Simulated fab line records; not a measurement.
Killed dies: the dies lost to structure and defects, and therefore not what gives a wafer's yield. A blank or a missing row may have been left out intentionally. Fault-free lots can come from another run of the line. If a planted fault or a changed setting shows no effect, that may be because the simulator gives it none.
fab line records ; flow ritCmos
[record] lots = 6; wafers = 18; lastDay = 7
route steps=202 shown PWELL@49 WELLDRIVE@50 NWELL@51 NRETRO@53 M1@202
lots that met no fault: from a run of the same line without faults
startH: hours from the record's first day to the start of the lot's first wafer shown ; waitH: hours elapsed since this lot's preceding step ; " repeats the value in the row above ; L1.1+2: a row that stands for several wafers ; - no value, or no start was given ; * or withheld: withheld ; < > ~ a bound
route shown NAME@n: a module of which the file shows steps, and the number in the route of the first ; usual: mean/standard deviation of fault-free wafers ; same: alike in all rows ; chamber/n: place in a boat ; sites: the reading at each site ; _std_site: their standard deviation ; _edge_site: inner sites' mean taken away from outer sites' mean ; radiusMm: for every site, how far away it sits from the centre of the wafer ; mask NAME#n: copy n ; behind: the most recent tool/chamber to have shaped the wafer ; hold: why the lot was held/for how many hours/how that ended ; device: names the non-switching transistor (n, p or np) ; end of line: the tests these same wafers got at the end of their route ; a step without rows: its recipe alone ; killed: dies that structure and defects cost at the first sort, which is not the same as the wafer's yield ; map: a wafer's dies, x killed, . not, _ none there
set.NAME: the run value of the setting; set.NAME@STEP: its run value at that earlier step ; model.NAME: the simulator's own value behind a step, which no gauge read
lots at some steps of the route; a table a step, a row a wafer
services: from which hour (startH, from the record's first day; less than 0 if before it) a tool's chamber was out of use, for how many hours, and why
[[steps]]
[step RIT_PWELL_TW_MEAS_10]
[usual] PWELL_TW = 943/16
lot.wafer;tool;chamber;startH;waitH;PWELL_TW
L773.1;filmMetro-04;-;80.16;0.1;933
L773.2;filmMetro-04;-;80.16;0.1;931
L773.6;filmMetro-04;-;80.16;0.1;935
L774.3;filmMetro-04;-;85.28;0.1;929
L774.5;filmMetro-04;-;85.28;0.1;932
L774.6;filmMetro-04;-;85.28;0.1;933
L776.1;filmMetro-04;-;101.29;0.1;935
L776.5;filmMetro-04;-;101.29;0.1;931
L776.6;filmMetro-04;-;101.29;0.1;934
L777.1;filmMetro-02;-;103.27;0.1;966
L777.3;filmMetro-02;-;103.27;0.1;962
L777.6;filmMetro-02;-;103.27;0.1;966
L778.1;filmMetro-02;-;105.92;0.1;957
L778.3;filmMetro-02;-;105.92;0.1;958
L778.4;filmMetro-02;-;105.92;0.1;964
L780.1;filmMetro-04;-;118.13;0.1;936
L780.3;filmMetro-04;-;118.13;0.1;932
L780.5;filmMetro-04;-;118.13;0.1;937
[step RIT_WELLDRIVE_ANNEAL_00]
[recipe] tempC = 1100; timeS = 14700; ambient = N2
[step RIT_WELLDRIVE_RS_MEAS_01]
[recipe] thkMeasGauge = four-point-probe
[usual] NWELL_RS = 275.2/0.69
lot.wafer;tool;chamber;startH;waitH;NWELL_RS[ohm/sq]
L773.1;filmMetro-02;-;86.71;0.0;274.5
L773.2;filmMetro-02;-;86.71;0.0;275.9
L773.6;filmMetro-02;-;86.71;0.0;274.8
L774.3;filmMetro-04;-;92.65;0.0;275.8
L774.5;filmMetro-04;-;92.65;0.0;275.3
L774.6;filmMetro-04;-;92.65;0.0;276.5
L776.1;filmMetro-04;-;107.02;0.0;275.4
L776.5;filmMetro-04;-;107.02;0.0;275.3
L776.6;filmMetro-04;-;107.02;0.0;275.9
L777.1;filmMetro-04;-;110.16;0.0;274.8
L777.3;filmMetro-04;-;110.16;0.0;275.1
L777.6;filmMetro-04;-;110.16;0.0;275.3
L778.1;filmMetro-03;-;113.42;0.0;274.2
L778.3;filmMetro-03;-;113.42;0.0;273.2
L778.4;filmMetro-03;-;113.42;0.0;274.1
L780.1;filmMetro-03;-;123.89;0.0;275.8
L780.3;filmMetro-03;-;123.89;0.0;276.4
L780.5;filmMetro-03;-;123.89;0.0;275.2
[step RIT_WELLDRIVE_RS_MEAS_02]
[recipe] thkMeasGauge = four-point-probe
[usual] PWELL_RS = 428.9/1.2
lot.wafer;tool;chamber;startH;waitH;PWELL_RS[ohm/sq]
L773.1;filmMetro-02;-;86.83;0.1;429.8
L773.2;filmMetro-02;-;86.83;0.1;430.9
L773.6;filmMetro-02;-;86.83;0.1;431.2
L774.3;filmMetro-04;-;92.77;0.1;429.0
L774.5;filmMetro-04;-;92.77;0.1;428.8
L774.6;filmMetro-04;-;92.77;0.1;428.7
L776.1;filmMetro-04;-;107.14;0.1;427.9
L776.5;filmMetro-04;-;107.14;0.1;427.4
L776.6;filmMetro-04;-;107.14;0.1;427.7
L777.1;filmMetro-04;-;110.28;0.1;428.8
L777.3;filmMetro-04;-;110.28;0.1;428.6
L777.6;filmMetro-04;-;110.28;0.1;429.0
L778.1;filmMetro-03;-;113.54;0.1;429.8
L778.3;filmMetro-03;-;113.54;0.1;430.3
L778.4;filmMetro-03;-;113.54;0.1;430.0
L780.1;filmMetro-03;-;124.01;0.1;427.3
L780.3;filmMetro-03;-;124.01;0.1;428.4
L780.5;filmMetro-03;-;124.01;0.1;428.3
[step RIT_NRETRO_HMDS_00]
[recipe] primeTimeS = 60; primeTempC = 140
[step RIT_NRETRO_COAT_01]
[recipe] resist = NOVOLAK; spinRpm = 2000; resistThkNm = 1300
[step RIT_NRETRO_SOFTBAKE_02]
[recipe] resist = NOVOLAK; tempC = 90; timeS = 60
[step RIT_NRETRO_EXPOSE_03]
[recipe] maskId = M4; na = 0.57; targetCdNm = 43900; doseMj = 250
[step RIT_NRETRO_PEB_04]
[recipe] resist = NOVOLAK; tempC = withheld; timeS = withheld
[step RIT_NRETRO_DEVELOP_05]
[recipe] resist = NOVOLAK; developTimeS = 68; devTempC = 23
[step RIT_NRETRO_OVL_MEAS_06]
[usual] NRETRO_OVL = 0.9/1.4
lot.wafer;tool;chamber;startH;waitH;NRETRO_OVL[nm]
L773.1;overlay-02;-;87.96;-;0.5
L773.2;overlay-02;-;87.96;-;1.2
L773.6;overlay-02;-;87.96;-;-0.1
L774.3;overlay-02;-;93.87;-;0.8
L774.5;overlay-02;-;93.87;-;-0.2
L774.6;overlay-02;-;93.87;-;0.2
L776.1;overlay-02;-;108.27;-;1.5
L776.5;overlay-02;-;108.27;-;3.2
L776.6;overlay-02;-;108.27;-;1.8
L777.1;overlay-02;-;111.41;-;4.0
L777.3;overlay-02;-;111.41;-;2.7
L777.6;overlay-02;-;111.41;-;1.1
L778.1;overlay-02;-;114.67;-;0.1
L778.3;overlay-02;-;114.67;-;0.6
L778.4;overlay-02;-;114.67;-;0.8
L780.1;overlay-01;-;125.13;-;1.3
L780.3;overlay-01;-;125.13;-;0.9
L780.5;overlay-01;-;125.13;-;-0.2
[step RIT_NRETRO_HARDBAKE_07]
[recipe] resist = NOVOLAK; tempC = 140; timeS = 120
[step RIT_NRETRO_IMPLANT_08]
[recipe] species = P; energyKev = 70; doseCm2 = 1e+13; tiltDeg = 7
[usual] doseIonsCm2 = 9.997e+12/1.2e+10
lot.wafer;tool;chamber;startH;waitH;doseIonsCm2
L773.1;implanter-03;0;88.25;0.2;1.0016e+13
L773.2;implanter-03;0;88.25;0.2;1.0027e+13
L773.6;implanter-03;0;88.25;0.2;1.0005e+13
L774.3;implanter-03;0;94.19;0.2;9.994e+12
L774.5;implanter-03;0;94.19;0.2;9.99e+12
L774.6;implanter-03;0;94.19;0.2;9.995e+12
L776.1;implanter-03;0;108.56;0.2;1.0176e+13
L776.5;implanter-03;0;108.56;0.2;1.0168e+13
L776.6;implanter-03;0;108.56;0.2;1.018e+13
L777.1;implanter-01;0;111.69;0.2;9.997e+12
L777.3;implanter-01;0;111.69;0.2;9.986e+12
L777.6;implanter-01;0;111.69;0.2;9.99e+12
L778.1;implanter-01;0;114.96;0.2;1.0005e+13
L778.3;implanter-01;0;114.96;0.2;1.0039e+13
L778.4;implanter-01;0;114.96;0.2;1.0016e+13
L780.1;implanter-03;0;125.42;0.2;1.0163e+13
L780.3;implanter-03;0;125.42;0.2;1.0174e+13
L780.5;implanter-03;0;125.42;0.2;1.0179e+13
[step RIT_NRETRO_STRIP_09]
[recipe] chemistry = O2; timeS = 180; resist = NOVOLAK; platenTempC = withheld; powerW = 500; pressureMtorr = 4000; o2FlowSccm = 4000
[usual] chamberPressureMTorr = 4000/3.2; drypumpMotorCurrentA = 5.8/0.54
lot.wafer;tool;chamber;startH;waitH;chamberPressureMTorr;drypumpMotorCurrentA;rfHoursCounterH
L773.1;plasmaAsher-02;0;88.40;0.1;4004;6.6;46
L773.2;plasmaAsher-02;1;88.40;0.1;3997;5.5;46
L773.6;plasmaAsher-02;1;88.40;0.1;3999;5.5;-
L774.3;plasmaAsher-01;1;94.35;0.1;4002;6.0;-
L774.5;plasmaAsher-01;0;94.35;0.1;4002;5.4;-
L774.6;plasmaAsher-01;1;94.35;0.1;3998;6.0;-
L776.1;plasmaAsher-02;1;108.71;0.1;4001;5.5;46
L776.5;plasmaAsher-02;0;108.71;0.1;4004;6.6;-
L776.6;plasmaAsher-02;1;108.71;0.1;4002;5.5;-
L777.1;plasmaAsher-02;1;111.84;0.1;4000;5.5;47
L777.3;plasmaAsher-02;1;111.84;0.1;4002;5.4;-
L777.6;plasmaAsher-02;1;111.84;0.1;4002;5.4;-
L778.1;plasmaAsher-02;0;115.19;0.2;4000;6.6;47
L778.3;plasmaAsher-02;1;115.19;0.2;4000;5.5;-
L778.4;plasmaAsher-02;0;115.19;0.2;4001;6.6;-
L780.1;plasmaAsher-03;0;125.57;0.1;4004;6.4;34
L780.3;plasmaAsher-03;0;125.57;0.1;3999;6.3;-
L780.5;plasmaAsher-03;1;125.57;0.1;4005;5.0;-
[step RIT_M1_PROBE_99]
[usual] killedAtContacts = 0.1/0.24; killedAtFrontEnd = 7/3.1; killedDies = 7/3.1; killedOpen = 3.3/1.9; killedShort = 3.9/2.1
[same] grossDies = 264; killed_at_M0_to_M3 = 0; killed_at_M4_up = 0; killedAtBackSide = 0; killedAtOther = 0
lot.wafer;tool;chamber;startH;waitH;killedAtContacts;killedAtFrontEnd;killedDies;killedOpen;killedShort
L773.1;prober-02;-;119.68;0.1;0;5;5;2;3
L773.2;prober-02;-;119.73;0.1;0;4;4;2;2
L773.6;prober-02;-;119.93;0.2;0;3;3;1;2
L774.3;prober-01;-;122.51;0.2;0;2;2;1;1
L774.5;prober-01;-;122.61;0.2;0;6;6;5;1
L774.6;prober-01;-;122.66;0.2;0;8;8;0;8
L777.1;prober-01;-;143.71;0.1;0;7;7;5;2
L777.3;prober-01;-;143.81;0.2;0;7;7;3;4
L777.6;prober-01;-;143.96;0.2;0;9;9;5;4
L776.1;prober-02;-;145.22;0.1;0;1;1;1;0
L776.5;prober-02;-;145.42;0.2;0;7;7;2;5
L776.6;prober-02;-;145.47;0.2;0;8;8;5;3
L780.1;prober-02;-;165.30;0.1;0;6;6;1;5
L780.3;prober-02;-;165.40;0.2;1;6;7;5;2
L780.5;prober-02;-;165.50;0.2;0;7;7;2;5
// killed by level:class
L773.1 FOX1:geometricParticle:short=1 FOX2:geometricParticle:open=1 GATE:geometricParticle:short=1 REOX:geometricParticle:open=1 SPACER:geometricParticle:short=1
L773.2 GATE:geometricParticle:short=1 REOX:geometricParticle:open=1 REOX:geometricParticle:short=1 SILICIDE:geometricParticle:open=1
L773.6 REOX:geometricParticle:open=1 SPACER:geometricParticle:short=1 SILICIDE:geometricParticle:short=1
L774.3 GATE:geometricParticle:open=1 SPACER:geometricParticle:short=1
L774.5 REOX:geometricParticle:open=4 GATE:geometricParticle:open=1 REOX:geometricParticle:short=1
L774.6 FOX1:geometricParticle:short=4 SPACER:geometricParticle:short=2 REOX:geometricParticle:short=1 SILICIDE:geometricParticle:short=1
L777.1 REOX:geometricParticle:open=3 GATE:geometricParticle:open=2 GATE:geometricParticle:short=1 SPACER:geometricParticle:short=1
L777.3 SPACER:geometricParticle:short=2 FOX1:geometricParticle:open=1 GATE:geometricParticle:short=1 GATE:geometricParticle:open=1 REOX:geometricParticle:open=1 SILICIDE:geometricParticle:short=1
L777.6 GATE:geometricParticle:open=2 REOX:geometricParticle:open=2 REOX:geometricParticle:short=2 FOX1:geometricParticle:short=1 FOX2:geometricParticle:open=1 SPACER:geometricParticle:short=1
L776.1 GATE:geometricParticle:open=1
L776.5 REOX:geometricParticle:short=3 GATE:geometricParticle:open=2 GATE:geometricParticle:short=1 SILICIDE:geometricParticle:short=1
L776.6 FOX2:geometricParticle:open=2 SPACER:geometricParticle:short=2 SPACER:geometricParticle:open=2 FOX2:geometricParticle:short=1 REOX:geometricParticle:open=1
L780.1 FOX1:geometricParticle:short=2 REOX:geometricParticle:short=2 SPACER:geometricParticle:short=1 SILICIDE:geometricParticle:open=1
L780.3 REOX:geometricParticle:open=3 GATE:geometricParticle:open=2 GATE:geometricParticle:short=1 CONTACT:geometricParticle:short=1
L780.5 FOX1:geometricParticle:short=1 FOX2:geometricParticle:short=1 GATE:geometricParticle:open=1 GATE:geometricParticle:short=1 REOX:geometricParticle:open=1 REOX:geometricParticle:short=1 SILICIDE:geometricParticle:short=1
[[services]]
tool;chamber;startH;hours;kind
plasmaAsher-02;-;92.16;14.6;pm
plasmaAsher-01;-;108.75;9.0;pm
plasmaAsher-01;0;108.75;9.0;ventCycle
plasmaAsher-01;1;108.75;9.0;ventCycle
plasmaAsher-03;-;112.93;2.7;repair
implanter-01;-;116.89;1.2;repair
plasmaAsher-01;0;117.75;-;clean
plasmaAsher-01;1;117.75;-;clean
[[key]]
[firstSign] step = RIT_NRETRO_IMPLANT_08; reading = doseIonsCm2; direction = up; sigmas = 15; usual = 9.997e+12; struck = 1.0173e+13
effect none on later readings
metAt RIT_NRETRO_IMPLANT_08
struckWafers L776.1,L776.5,L776.6,L780.1,L780.3,L780.5
testerLeftOut L776,L780
onsetBetween 94.19 108.56
[fault] kind = processParameterDrift; tool = implanter-03; chamber = -; onsetH = 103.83; steps = RIT_NRETRO_IMPLANT_08; channel = doseCm2; offset = 1.6723e+11; shape = step; endH = 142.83; actsIn = theseRecipesOnly; stated = 1e+13
// testerLeftOut: of these lots the tester's yield and bins aren't shown, on N5 and GAA mostly nor the transistor test; their killed dies are dies lost to structure and defects alone, not to doping, threshold or leakage, so they don't give the yield
